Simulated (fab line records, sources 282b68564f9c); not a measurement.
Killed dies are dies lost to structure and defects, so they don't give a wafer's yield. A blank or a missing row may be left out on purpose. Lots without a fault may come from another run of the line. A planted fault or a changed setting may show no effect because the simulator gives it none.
Which tool did it? | flow rit_cmos | 7 lots, 21 wafers sampled, at 2 steps of a route of 202

WHAT THE GAUGES READ, wafer by wafer
RIT_SILICIDE_RS_MEAS_02: measures by four-point-probe.
lot  | measured    | on            | SILICIDE_TI_RS (ohm/sq)
L284 | day 3 14:09 | film_metro-04 | 48.4 48.0 48.2
L286 | day 3 20:17 | film_metro-04 | 48.0 48.8 47.5
L290 | day 4 18:07 | film_metro-04 | 49.1 49.7 49.2
L294 | day 5 16:32 | film_metro-04 | 43.2 43.1 43.3
L297 | day 6 09:56 | film_metro-03 | 48.9 47.2 49.7
L303 | day 8 05:17 | film_metro-04 | 48.3 49.0 47.9
L305 | day 8 19:37 | film_metro-01 | 49.5 47.8 47.9

WHICH TOOL RAN EACH LOT (tool, then ch and the chambers of the sampled wafers, then the start)
lot  | RIT_SILICIDE_SPUTTER_01
L284 | pvd_sputter-04, day 3 13:58
L286 | pvd_sputter-04, day 3 20:07
L290 | pvd_sputter-01, day 4 17:58
L294 | pvd_sputter-01, day 5 16:22
L297 | pvd_sputter-04, day 6 09:47
L303 | pvd_sputter-04, day 8 05:07
L305 | pvd_sputter-01, day 8 19:28
- RIT_SILICIDE_SPUTTER_01: material Ti, target thk 30 nm, time 240 s.

THE ANSWER, worked out from the rows above alone
Rule: what is usual is taken from the lots themselves. Put in order of their means at a reading, lots are off if they are a third of the lots or fewer, leave a main group of 4 or more, and stand apart from it by a gap of 3 or more times the standard deviation of the main group's means; of several such gaps the widest counts. A main group whose means are all the same, to the digits that the tables above print for the reading, isn't used. A lot without any number at a reading at which 4 lots or more have one is off too. The other lots that the step has rows for count as sound.
Off: L294, at RIT_SILICIDE_RS_MEAS_02 (SILICIDE_TI_RS). The main group: mean 48.5 ohm/sq, standard deviation 0.4.
A tool fits if, at a process step before that reading, it ran every lot that is off, and no sound lot after the first of them. The gauges at RIT_SILICIDE_RS_MEAS_02 are tried like those tools. None of those tried fits.

WHAT THE SIMULATOR HAD PUT IN
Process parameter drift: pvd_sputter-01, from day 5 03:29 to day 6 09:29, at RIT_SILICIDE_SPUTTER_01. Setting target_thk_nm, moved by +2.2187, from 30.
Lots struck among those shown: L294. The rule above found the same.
